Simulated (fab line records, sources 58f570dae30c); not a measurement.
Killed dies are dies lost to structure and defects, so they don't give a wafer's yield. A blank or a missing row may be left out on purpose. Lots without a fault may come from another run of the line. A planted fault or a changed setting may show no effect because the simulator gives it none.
Which tool did it? | flow berkeley_cmos170 | 24 lots, 72 wafers sampled, at 6 steps of a route of 331

WHAT THE GAUGES READ, wafer by wafer
UCB170_PFIELD_TW_MEAS_09. Usual: PFIELD_TW 600, standard deviation 3.5.
lot  | measured    | on            | PFIELD_TW   | flag
L074 | day 4 11:37 | film_metro-04 | 601 602 599 |
L075 | day 4 14:04 | film_metro-02 | 607 607 605 |
L076 | day 4 14:31 | film_metro-02 | 600 605 602 |
L077 | day 5 01:37 | film_metro-02 | 608 605 604 |
L079 | day 5 09:08 | film_metro-04 | 601 599 594 |
L078 | day 5 09:14 | film_metro-02 | 605 605 599 |
L081 | day 5 13:17 | film_metro-02 | 601 605 603 |
L080 | day 5 13:35 | film_metro-02 | 600 605 602 |
L082 | day 6 04:53 | film_metro-03 | 596 598 602 |
L084 | day 6 13:40 | film_metro-04 | 600 603 607 |
L086 | day 6 14:40 | film_metro-04 | 600 601 606 |
L083 | day 6 14:59 | film_metro-03 | 598 597 597 |
L085 | day 6 15:13 | film_metro-03 | 596 595 597 |
L087 | day 7 03:02 | film_metro-03 | 598 597 599 |
L089 | day 7 08:15 | film_metro-04 | 600 598 601 |
L088 | day 7 08:31 | film_metro-02 | 599 599 602 |
L090 | day 7 20:05 | film_metro-02 | 601 604 603 |
L091 | day 7 20:22 | film_metro-02 | 599 599 602 |
L092 | day 8 02:17 | film_metro-04 | 598 597 597 |
L093 | day 8 02:25 | film_metro-02 | 597 603 599 |
L094 | day 8 15:45 | film_metro-03 | 594 598 595 |
L095 | day 8 15:50 | film_metro-02 | 602 600 598 |
L096 | day 8 16:01 | film_metro-03 | 595 595 597 |
L097 | day 9 03:44 | film_metro-02 | 604 606 606 |

UCB170_NVT_TW_MEAS_09. Usual: NVT_TW 523, standard deviation 3.1.
lot  | measured     | on            | NVT_TW      | flag
L074 | day 5 14:26  | film_metro-04 | 520 519 519 |
L075 | day 5 14:31  | film_metro-03 | 520 521 519 |
L076 | day 5 14:47  | film_metro-02 | 526 525 524 |
L077 | day 6 03:05  | film_metro-04 | 523 524 526 |
L079 | day 6 12:05  | film_metro-03 | 524 520 520 |
L078 | day 6 11:55  | film_metro-04 | 527 527 523 |
L081 | day 6 17:59  | film_metro-04 | 528 527 523 |
L080 | day 6 17:51  | film_metro-03 | 523 519 522 |
L082 | day 7 09:47  | film_metro-02 | 527 525 527 |
L084 | day 7 16:31  | film_metro-02 | 525 521 527 |
L086 | day 7 16:13  | film_metro-04 | 523 521 524 |
L083 | day 7 16:02  | film_metro-04 | 519 523 520 |
L085 | day 7 16:29  | film_metro-04 | 521 519 520 |
L087 | day 8 10:35  | film_metro-02 | 523 519 522 |
L089 | day 8 16:01  | film_metro-02 | 524 526 524 |
L088 | day 8 16:17  | film_metro-02 | 527 525 524 |
L090 | day 8 22:38  | film_metro-02 | 523 525 524 |
L091 | day 8 22:37  | film_metro-03 | 523 518 519 |
L092 | day 9 04:46  | film_metro-03 | 518 520 516 |
L093 | day 9 05:00  | film_metro-02 | 527 527 524 |
L094 | day 9 20:22  | film_metro-04 | 522 523 519 |
L095 | day 9 20:29  | film_metro-02 | 529 528 526 |
L096 | day 9 20:35  | film_metro-04 | 522 524 523 |
L097 | day 10 02:59 | film_metro-03 | 519 519 518 |

UCB170_PVT_OVL_MEAS_06. Usual: PVT_OVL -4 nm, standard deviation 5.7.
lot  | measured     | on         | PVT_OVL (nm) | flag
L074 | day 5 17:56  | overlay-01 | 3 0 -2       |
L075 | day 5 17:38  | overlay-02 | -4 -2 -6     |
L076 | day 5 17:55  | overlay-02 | -12 -1 -13   |
L077 | day 6 04:31  | overlay-02 | 8 -4 3       |
L079 | day 6 13:58  | overlay-02 | -5 -4 -3     |
L078 | day 6 13:20  | overlay-02 | -7 -6 -3     |
L081 | day 6 19:41  | overlay-02 | -1 -5 1      |
L080 | day 6 19:58  | overlay-02 | -6 -1 -12    |
L082 | day 7 10:56  | overlay-01 | -7 -3 -8     |
L084 | day 7 19:52  | overlay-01 | -4 -3 -15    |
L086 | day 7 19:54  | overlay-02 | -4 7 6       |
L083 | day 7 17:29  | overlay-01 | -1 -2 -5     |
L085 | day 7 19:37  | overlay-01 | -2 -3 -2     |
L087 | day 8 12:21  | overlay-01 | -3 -3 -6     |
L089 | day 8 17:37  | overlay-02 | -13 -13 -12  |
L088 | day 8 17:41  | overlay-01 | 5 -2 -1      |
L090 | day 9 00:21  | overlay-02 | -1 -1 -1     |
L091 | day 9 00:28  | overlay-01 | -4 -7 -6     |
L092 | day 9 06:25  | overlay-02 | -3 -13 -14   |
L093 | day 9 06:25  | overlay-01 | 3 -5 -14     |
L094 | day 9 23:05  | overlay-02 | -6 -17 -8    |
L095 | day 9 23:12  | overlay-01 | -5 -5 7      |
L096 | day 9 23:49  | overlay-01 | 1 2 4        |
L097 | day 10 04:22 | overlay-02 | -7 5 1       |

UCB170_NLDD_OVL_MEAS_07. Usual: NLDD_OVL -1 nm, standard deviation 5.7.
lot  | measured     | on         | NLDD_OVL (nm) | flag
L074 | day 6 09:30  | overlay-02 | 0 -7 -5       |
L075 | day 6 09:46  | overlay-01 | 0 1 0         |
L076 | day 6 10:14  | overlay-02 | -3 -3 2       |
L077 | day 6 19:47  | overlay-01 | 11 -9 -2      |
L079 | day 7 03:47  | overlay-02 | -1 6 -3       |
L078 | day 7 03:25  | overlay-02 | -1 -8 -8      |
L081 | day 7 10:29  | overlay-02 | 12 11 4       |
L080 | day 7 11:06  | overlay-02 | -8 -6 -16     |
L082 | day 8 03:38  | overlay-01 | -2 2 8        |
L084 | day 8 09:50  | overlay-02 | -7 -1 -6      |
L086 | day 8 08:59  | overlay-01 | -3 6 -9       |
L083 | day 8 09:35  | overlay-01 | 6 -3 3        |
L085 | day 8 10:04  | overlay-02 | 0 9 3         |
L087 | day 9 05:46  | overlay-01 | 5 2 3         |
L089 | day 9 10:12  | overlay-01 | 9 -10 0       |
L088 | day 9 10:39  | overlay-02 | 9 -1 6        |
L090 | day 9 20:07  | overlay-01 | -2 -4 -10     |
L091 | day 9 20:02  | overlay-01 | -7 1 -10      |
L092 | day 10 00:31 | overlay-02 | -6 12 6       |
L093 | day 10 00:22 | overlay-01 | -6 -6 -1      |
L094 | day 10 16:02 | overlay-02 | 8 -5 4        |
L095 | day 10 16:18 | overlay-02 | -3 -5 0       |
L096 | day 10 15:35 | overlay-01 | -2 -5 -6      |
L097 | day 10 22:07 | overlay-02 | 5 -5 13       |

WHICH TOOL RAN EACH LOT (tool, then ch and the chambers of the sampled wafers, then the start)
lot  | UCB170_PFIELD_STRIP_08              | UCB170_PVT_STRIP_08
L074 | plasma_asher-01 ch 0,1, day 4 11:32 | plasma_asher-01 ch 0,1, day 5 18:08
L075 | plasma_asher-02 ch 0,1, day 4 13:58 | plasma_asher-01 ch 0,1, day 5 17:49
L076 | plasma_asher-01 ch 0,1, day 4 14:25 | plasma_asher-04 ch 0,1, day 5 18:06
L077 | plasma_asher-03 ch 0,1, day 5 01:31 | plasma_asher-04 ch 0,1, day 6 04:43
L079 | plasma_asher-01 ch 1, day 5 09:02   | plasma_asher-02 ch 1, day 6 14:10
L078 | plasma_asher-02 ch 0,1, day 5 09:08 | plasma_asher-01 ch 0,1, day 6 13:31
L081 | plasma_asher-01 ch 0,1, day 5 13:11 | plasma_asher-04 ch 0,1, day 6 19:52
L080 | plasma_asher-03 ch 0,1, day 5 13:29 | plasma_asher-04 ch 0,1, day 6 20:10
L082 | plasma_asher-01 ch 0,1, day 6 04:47 | plasma_asher-02 ch 0,1, day 7 11:07
L084 | plasma_asher-03 ch 0,1, day 6 13:33 | plasma_asher-02 ch 0,1, day 7 20:03
L086 | plasma_asher-03 ch 0,1, day 6 14:35 | plasma_asher-04 ch 0,1, day 7 20:07
L083 | plasma_asher-02 ch 0,1, day 6 14:53 | plasma_asher-01 ch 0,1, day 7 17:40
L085 | plasma_asher-01 ch 0,1, day 6 15:06 | plasma_asher-04 ch 0,1, day 7 19:48
L087 | plasma_asher-01 ch 0,1, day 7 02:56 | plasma_asher-01 ch 0,1, day 8 12:32
L089 | plasma_asher-01 ch 0,1, day 7 08:09 | plasma_asher-02 ch 0,1, day 8 17:48
L088 | plasma_asher-02 ch 0,1, day 7 08:26 | plasma_asher-01 ch 0,1, day 8 17:52
L090 | plasma_asher-01 ch 0,1, day 7 19:59 | plasma_asher-02 ch 0,1, day 9 00:32
L091 | plasma_asher-01 ch 0,1, day 7 20:16 | plasma_asher-01 ch 0,1, day 9 00:39
L092 | plasma_asher-02 ch 0,1, day 8 02:11 | plasma_asher-01 ch 0,1, day 9 06:35
L093 | plasma_asher-01 ch 0,1, day 8 02:19 | plasma_asher-04 ch 0,1, day 9 06:36
L094 | plasma_asher-02 ch 0,1, day 8 15:40 | plasma_asher-04 ch 0,1, day 9 23:18
L095 | plasma_asher-03 ch 1, day 8 15:44   | plasma_asher-02 ch 0,1, day 9 23:23
L096 | plasma_asher-01 ch 0,1, day 8 15:56 | plasma_asher-04 ch 0,1, day 10 00:01
L097 | plasma_asher-03 ch 0,1, day 9 03:39 | plasma_asher-04 ch 0,1, day 10 04:34
- UCB170_PFIELD_STRIP_08: strips in O2.
- UCB170_PVT_STRIP_08: strips in O2.

WHAT THE TOOLS THEMSELVES READ (means of the sampled wafers that have a number; where no wafer has one, the mark that the record gives instead)
UCB170_PFIELD_STRIP_08. Usual: drypump_motor_current_A 5.78 A, standard deviation 0.14; oes_product_au 0.734 a.u., standard deviation 0.0042; strip_time_to_endpoint_s 21.66 s, standard deviation 0.056.
lot  | tool            | drypump_motor_current_A (A) | oes_product_au (a.u.) | strip_time_to_endpoint_s (s) | flag
L074 | plasma_asher-01 | 5.85                        | 0.737                 | 21.65                        |
L075 | plasma_asher-02 | 5.69                        | 0.735                 | 21.61                        |
L076 | plasma_asher-01 | 5.86                        | 0.736                 | 21.68                        |
L077 | plasma_asher-03 | 5.71                        | 0.736                 | 21.59                        |
L079 | plasma_asher-01 | 5.83                        | 0.736                 | 21.62                        |
L078 | plasma_asher-02 | 5.68                        | 0.739                 | 21.73                        |
L081 | plasma_asher-01 | 5.87                        | 0.728                 | 21.69                        |
L080 | plasma_asher-03 | 5.59                        | 0.735                 | 21.69                        |
L082 | plasma_asher-01 | 5.85                        | 0.734                 | 21.62                        |
L084 | plasma_asher-03 | 5.60                        | 0.735                 | 21.65                        |
L086 | plasma_asher-03 | 5.58                        | 0.733                 | 21.58                        |
L083 | plasma_asher-02 | 5.75                        | 0.735                 | 21.60                        |
L085 | plasma_asher-01 | 5.87                        | 0.729                 | 21.74                        |
L087 | plasma_asher-01 | 5.88                        | 0.735                 | 21.66                        |
L089 | plasma_asher-01 | 5.84                        | 0.738                 | 21.61                        |
L088 | plasma_asher-02 | 5.69                        | 0.735                 | 21.66                        |
L090 | plasma_asher-01 | 5.85                        | 0.733                 | 21.62                        |
L091 | plasma_asher-01 | 5.89                        | 0.736                 | 21.70                        |
L092 | plasma_asher-02 | 5.68                        | 0.733                 | 21.61                        |
L093 | plasma_asher-01 | 5.88                        | 0.737                 | 21.69                        |
L094 | plasma_asher-02 | 5.69                        | 0.731                 | 21.66                        |
L095 | plasma_asher-03 | 5.48                        | 0.736                 | 21.67                        |
L096 | plasma_asher-01 | 5.87                        | 0.733                 | 21.70                        |
L097 | plasma_asher-03 | 5.73                        | 0.733                 | 21.65                        |

UCB170_PVT_STRIP_08. Usual: drypump_motor_current_A 5.82 A, standard deviation 0.099; oes_product_au 0.734 a.u., standard deviation 0.0042; strip_time_to_endpoint_s 21.66 s, standard deviation 0.08.
lot  | tool            | drypump_motor_current_A (A) | oes_product_au (a.u.) | strip_time_to_endpoint_s (s) | flag
L074 | plasma_asher-01 | 5.85                        | 0.730                 | 21.74                        |
L075 | plasma_asher-01 | 5.86                        | 0.734                 | 21.59                        |
L076 | plasma_asher-04 | 5.88                        | 0.737                 | 21.75                        |
L077 | plasma_asher-04 | 5.90                        | 0.734                 | 21.76                        |
L079 | plasma_asher-02 | 5.79                        | 0.733                 | 21.58                        |
L078 | plasma_asher-01 | 5.87                        | 0.731                 | 21.70                        |
L081 | plasma_asher-04 | 5.82                        | 0.737                 | 21.63                        |
L080 | plasma_asher-04 | 5.78                        | 0.735                 | 21.65                        |
L082 | plasma_asher-02 | 5.72                        | 0.737                 | 21.60                        |
L084 | plasma_asher-02 | 5.71                        | 0.734                 | 21.64                        |
L086 | plasma_asher-04 | 5.81                        | 0.733                 | 21.72                        |
L083 | plasma_asher-01 | 5.88                        | 0.738                 | 21.52                        |
L085 | plasma_asher-04 | 5.89                        | 0.735                 | 21.70                        |
L087 | plasma_asher-01 | 5.88                        | 0.734                 | 21.57                        |
L089 | plasma_asher-02 | 5.67                        | 0.736                 | 21.75                        |
L088 | plasma_asher-01 | 5.85                        | 0.736                 | 21.57                        |
L090 | plasma_asher-02 | 5.76                        | 0.734                 | 21.54                        |
L091 | plasma_asher-01 | 5.88                        | 0.733                 | 21.68                        |
L092 | plasma_asher-01 | 5.87                        | 0.730                 | 21.59                        |
L093 | plasma_asher-04 | 5.81                        | 0.729                 | 21.67                        |
L094 | plasma_asher-04 | 5.83                        | 0.733                 | 21.69                        |
L095 | plasma_asher-02 | 5.73                        | 0.738                 | 21.60                        |
L096 | plasma_asher-04 | 5.88                        | 0.733                 | 21.71                        |
L097 | plasma_asher-04 | 5.90                        | 0.735                 | 21.73                        |

THE ANSWER, worked out from the rows above alone
Rule: a lot is off if the mean of its wafers that have a number lies more than 3 standard deviations from the usual mean. A lot without any number at a reading at which 4 lots or more have one is off too. The other lots that the step has rows for count as sound. The gauges are gone through in route order, then the tools' own readings, and for those a lot's mean is taken as printed above. The first step at which some lot is off is used, and at that step the reading that is off furthest; a lot without a number counts as furthest.
No lot is off at any reading shown: from this, nothing can be told.

WHAT THE SIMULATOR HAD PUT IN
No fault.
